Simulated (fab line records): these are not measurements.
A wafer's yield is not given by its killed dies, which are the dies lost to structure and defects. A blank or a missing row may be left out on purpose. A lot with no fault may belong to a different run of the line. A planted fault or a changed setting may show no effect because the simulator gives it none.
Which tool is to blame?    flow berkeleyCmos170    Sampling: 6 lots, 18 wafers, 2 of 331 route steps

WHAT EACH GAUGE READ, for each wafer
UCB170_ACTIVE_CD_MEAS_13: the cd target is 1200 nm.
lot   measured     on        cdNm (nm)
L218  day 5 00:58  cdSem-01  1201.2 1200.5 1200.5
L223  day 5 21:16  cdSem-01  1198.8 1199.8 1199.1
L226  day 6 11:41  cdSem-01  1201.8 1202.1 1202.8
L228  day 7 06:31  cdSem-02  1382.4 1382.9 1381.8
L237  day 8 17:22  cdSem-02  1199.9 1200.2 1200.4
L239  day 9 22:16  cdSem-02  1200.7 1200.3 1198.8

WHAT TOOL EACH LOT RAN ON (gives the tool, then ch and the chambers of the sampled wafers, and finally the start)
lot   UCB170_ACTIVE_EXPOSE_10
L218  krfScanner-02 ch 0, day 5 00:16
L223  krfScanner-02 ch 0, day 5 20:47
L226  krfScanner-02 ch 0, day 6 11:16
L228  krfScanner-02 ch 0, day 7 06:07
L237  krfScanner-02 ch 0, day 8 16:26
L239  krfScanner-01 ch 0, day 9 21:38
- UCB170_ACTIVE_EXPOSE_10: exposes mask ACTIVE, target cd 1200 nm.

THE ANSWER, worked out from the rows above alone
Rule: the lots themselves supply what counts as usual. Put in order of their means at a reading, lots are off if they are a third of the lots or fewer, leave a main group of 4 or more, and stand apart from it by a gap of 3 or more times the standard deviation of the main group's means; of several such gaps the widest counts. The tables above print the reading to a certain number of digits; a main group whose means all agree to those digits is not used. Also off: a lot with no number at a reading for which 4 or more lots have one. Any other lot the step has rows for is counted as sound.
Off at UCB170_ACTIVE_CD_MEAS_13 (cdNm): L228. For the main group the mean is 1200.5 nm and the standard deviation 1.
A tool fits if, at a process step before that reading, it ran every lot that is off, and no sound lot after the first of them. Those tools and the gauges at UCB170_ACTIVE_CD_MEAS_13 are tried in the same way. None of those tried fits.

WHAT THE SIMULATOR HAD PUT IN
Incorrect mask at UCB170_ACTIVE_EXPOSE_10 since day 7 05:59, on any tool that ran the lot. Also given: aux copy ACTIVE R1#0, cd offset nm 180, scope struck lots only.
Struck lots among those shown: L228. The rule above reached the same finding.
